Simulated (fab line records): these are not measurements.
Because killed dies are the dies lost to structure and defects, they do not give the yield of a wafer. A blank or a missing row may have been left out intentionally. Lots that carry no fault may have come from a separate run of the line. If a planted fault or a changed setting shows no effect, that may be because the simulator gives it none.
Comparing a struck lot with a sound one -- flow berkeleyCmos170 -- 16 out of 331 route steps
Sound: the wafers L181.1, L181.4, L181.6. The struck wafers were L172.1, L172.4, L172.6. The cause comes at the end.
Each step with rows lists, per side, the tool, then ch with its chambers, then its first start. Under that, the readings that differ: sound wafers -- struck wafers -- difference of the means -- sigmas: that difference in standard deviations of wafers without a fault.
alike: readings with means less than 2 such deviations apart, plus words and numbers identical on both sides. not compared: withheld readings, readings lacking a value on some wafer, bounds such as >300 that could conceal the same value, and numbers that have no deviation in the record and whose values overlap.
Wherever a step has rows on one side only, a row that says differs or no value, or a row with sigmas, the two part there. Numbers that don't overlap but have no deviation are shown without sigmas and don't part them. A reading missing from all wafers of one side parts the sides only when that side holds two or more wafers.

UCB170_CONTACT_STRIP_06: strips in O2.
  sound on plasmaAsher-03 ch 0,1, day 9 22:36; struck on plasmaAsher-02 ch 0,1, day 8 03:35
reading,sound,struck,difference,sigmas
stripTimeToEndpointS (s),21.94 21.96 21.91,22.11 22.11 22.12,+0.18,+2
  alike: drypumpMotorCurrentA, oesProductAu
  not compared: rfHoursCounterH
then, 1 step without rows for these wafers: UCB170_CONTACT_CLEAN_07 (cleans in SPM, time 600 s).
UCB170_CONTACT_RTA_08: time 10 s.
  sound on rtpAnneal-02 ch 0, day 9 22:53; struck on rtpAnneal-02 ch 0, day 8 05:35
  alike: lampPowerPct, wafer_temp_C_max
then, 6 steps without rows for these wafers: UCB170_CONTACT_COAT_09; UCB170_CONTACT_COAT_10 (resist thk 900 nm); UCB170_CONTACT_SOFTBAKE_11 (time 60 s); UCB170_CONTACT_EXPOSE_12 (exposes mask CONT, target cd 700 nm); UCB170_CONTACT_PEB_13; UCB170_CONTACT_DEVELOP_14 (develop time 45 s).
UCB170_CONTACT_CD_MEAS_15 targets a cd of 700 nm.
  sound on cdSem-02, day 9 23:54; struck on cdSem-01, day 8 07:43
  alike: cdNm
UCB170_CONTACT_OVL_MEAS_16:
  sound on overlay-02, day 10 00:01; struck on overlay-01, day 8 07:50
  alike: CONTACT_OVL
UCB170_CONTACT_ETCH_17: etches BARC in N2/H2.
  sound on rieDiel-03 ch 0,1,2, day 10 00:04; struck on rieDiel-04 ch 0,1,2, day 8 07:53
  alike: biasW, chamberPressureMTorr, drypumpMotorCurrentA, oesProductAu, throttleValvePct
UCB170_CONTACT_ETCH_18: etches PSG in CHF3/CF4/Ar, stops on TiSi2, target depth 840 nm, time 195 s.
  sound on rieDiel-03 ch 0,1,2, day 10 00:00; struck on rieDiel-04 ch 0,1,2, day 8 07:00
  no value came back on the struck wafers for any of 5 readings (CHF3_flow_sccm (sccm), cf4FlowSccm (sccm) and others); on the sound wafers CHF3_flow_sccm (sccm) reads 45.03 44.98 45.09
reading,sound,struck,difference,sigmas
model.KrF_of_CONTACT_COAT_10.thkNm (nm),694.5 691.7 695.7,885.4 886.3 888.2,+192.7,
  not compared: rfHoursCounterH
UCB170_CONTACT_STRIP_19: strips in O2.
  sound on plasmaAsher-02 ch 0, day 10 00:13; struck on plasmaAsher-02 ch 0, day 8 08:03
reading,sound,struck,difference,sigmas
oesProductAu (a.u.),0.719 0.713 0.731,0.734 0.729 0.731,+0.010,+2
  alike: drypumpMotorCurrentA
  not compared: rfHoursCounterH
UCB170_CONTACT_CD_MEAS_90 targets a cd of 700 nm.
  sound on cdSem-01, day 10 00:19; struck on cdSem-01, day 8 08:14
reading,sound,struck,difference,sigmas
cdNm (nm),698.0 698.3 699.8,- - -,no value on the struck wafers,
then, 1 step without rows for these wafers: UCB170_CONTACT_CLEAN_20 (cleans in SPM, time 600 s).

WHERE THEY PART
Earliest at UCB170_CONTACT_STRIP_06; latest, in this record, at UCB170_CONTACT_CD_MEAS_90.

WHY: what had been put in by the simulator
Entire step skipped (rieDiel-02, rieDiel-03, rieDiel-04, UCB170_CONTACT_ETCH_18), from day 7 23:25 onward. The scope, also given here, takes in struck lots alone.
